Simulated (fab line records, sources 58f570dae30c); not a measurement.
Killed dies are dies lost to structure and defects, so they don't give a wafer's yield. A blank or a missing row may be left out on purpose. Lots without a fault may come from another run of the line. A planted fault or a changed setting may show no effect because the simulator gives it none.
A struck lot beside a sound one | flow berkeley_cmos170 | 33 steps out of a route of 331
Sound: wafers L771.1, L771.2, L771.6. Struck: wafers L777.3, L777.4, L777.5. The cause comes at the end.
At each step with rows: each side's tool, then ch and its chambers, then its first start. Under that, the readings that differ: sound wafers | struck wafers | difference of the means | sigmas: that difference in standard deviations of wafers without a fault.
alike: readings whose means differ by less than 2 such deviations, and words and numbers that are the same on both sides. not compared: withheld readings, readings that some wafer has no value for, bounds like >300 that may hide the same value, and numbers for which the record gives no deviation and whose values overlap.
The two part at a step that has a row with sigmas, a row that says differs or no value, or rows on one side only. Numbers that don't overlap but have no deviation are shown without sigmas and don't part them. A reading that every wafer of one side lacks parts them only if that side has two wafers or more.

first, 3 steps without rows for these wafers: UCB170_FIELD_WET_ETCH_04 (etches SiO2 in dHF, time 60 s); UCB170_FIELD_WET_ETCH_05 (etches Si3N4 in H3PO4, time 12600 s); UCB170_FIELD_WET_ETCH_06 (etches SiO2 in BOE, time 22 s).
UCB170_FIELD_THK_MEAS_90:
  sound on film_metro-02, day 6 10:10; struck on film_metro-04, day 7 13:56
  alike: FIELD_OXIDE_LEFT_1_THK
then, 2 steps without rows for these wafers: UCB170_SACOX_CLEAN_00 (cleans in dHF, time 7.5 s); UCB170_SACOX_OXIDATION_01 (target thk 14.4 nm, ox time 2400 s).
UCB170_SACOX_THK_MEAS_02:
  sound on film_metro-04, day 6 14:46; struck on film_metro-04, day 7 18:27
  alike: SACOX_OXIDE_THK
then, 2 steps without rows for these wafers: UCB170_SCREENOX_WET_ETCH_00 (etches SiO2 in dHF, time 200 s); UCB170_SCREENOX_OXIDATION_01 (target thk 14.4 nm, ox time 2400 s).
UCB170_SCREENOX_THK_MEAS_02:
  sound on film_metro-03, day 6 19:36; struck on film_metro-01, day 7 22:37
  reading                 | sound          | struck         | difference | sigmas
  SCREENOX_OXIDE_THK (nm) | 14.7 14.6 14.5 | 13.8 13.9 13.9 | -0.7       | -2
then, 2 steps without rows for these wafers: UCB170_SCREENOX_ANNEAL_03 (time 900 s); UCB170_NVT_HMDS_00 (prime time 60 s).
UCB170_NVT_COAT_01: resist thk 900 nm.
  sound on litho_track-03 ch 0, day 7 01:04; struck on litho_track-01, day 8 01:38
  no value came back on the struck wafers for chill_plate_temp_C (C), dispense_pressure_kPa (kPa), exhaust_pa (Pa); on the sound wafers chill_plate_temp_C (C) reads 23.13 23.04 23.13
then, 4 steps without rows for these wafers: UCB170_NVT_SOFTBAKE_02 (time 60 s); UCB170_NVT_EXPOSE_03 (exposes mask PWELL, target cd 3000 nm); UCB170_NVT_PEB_04; UCB170_NVT_DEVELOP_05 (develop time 45 s).
UCB170_NVT_OVL_MEAS_06:
  sound on overlay-02, day 7 01:51; struck on overlay-02, day 8 02:25
  reading      | sound | struck | difference                    | sigmas
  NVT_OVL (nm) | 3 7 7 | - - -  | no value on the struck wafers |
then, 1 step without rows for these wafers: UCB170_NVT_IMPLANT_07.
UCB170_NVT_STRIP_08: strips in O2.
  sound on plasma_asher-01 ch 0,1, day 7 02:02; struck on plasma_asher-03 ch 0,1, day 8 02:37
  no value came back on the struck wafers for oes_product_au (a.u.), strip_time_to_endpoint_s (s); on the sound wafers oes_product_au (a.u.) reads 0.740 0.732 0.740
  alike: drypump_motor_current_A
  not compared: rf_hours_counter_h
UCB170_NVT_TW_MEAS_09:
  sound on film_metro-01, day 7 02:08; struck on film_metro-01, day 8 02:42
  alike: NVT_TW
then, 3 steps without rows for these wafers: UCB170_NVT_CLEAN_10 (cleans in SPM, time 600 s); UCB170_PVT_HMDS_00 (prime time 60 s); UCB170_PVT_COAT_01 (resist thk 900 nm).
UCB170_PVT_SOFTBAKE_02: time 62.52 s.
  sound on litho_track-02 ch 0, day 7 03:02; struck on litho_track-02 ch 0, day 8 04:23
  alike: exhaust_pa, plate_sensor_t_centre_C, plate_sensor_t_edge_C
then, 3 steps without rows for these wafers: UCB170_PVT_EXPOSE_03 (exposes mask NWELL, target cd 3000 nm); UCB170_PVT_PEB_04; UCB170_PVT_DEVELOP_05 (develop time 45 s).
UCB170_PVT_OVL_MEAS_06:
  sound on overlay-01, day 7 03:55; struck on overlay-02, day 8 05:01
  alike: PVT_OVL
then, 1 step without rows for these wafers: UCB170_PVT_IMPLANT_07.
UCB170_PVT_STRIP_08: strips in O2.
  sound on plasma_asher-04 ch 0,1, day 7 04:05; struck on plasma_asher-01 ch 0,1, day 8 05:13
  alike: drypump_motor_current_A, oes_product_au, strip_time_to_endpoint_s
  not compared: rf_hours_counter_h
UCB170_PVT_TW_MEAS_09:
  sound on film_metro-01, day 7 04:11; struck on film_metro-04, day 8 05:19
  reading | sound       | struck      | difference | sigmas
  PVT_TW  | 506 504 504 | 647 647 647 | +142       | +27
then, 1 step without rows for these wafers: UCB170_GATE_WET_ETCH_00 (etches SiO2 in dHF, time 200 s).

WHERE THEY PART
First at UCB170_SCREENOX_THK_MEAS_02; last, within this record, at UCB170_PVT_TW_MEAS_09.

WHY: what the simulator had put in
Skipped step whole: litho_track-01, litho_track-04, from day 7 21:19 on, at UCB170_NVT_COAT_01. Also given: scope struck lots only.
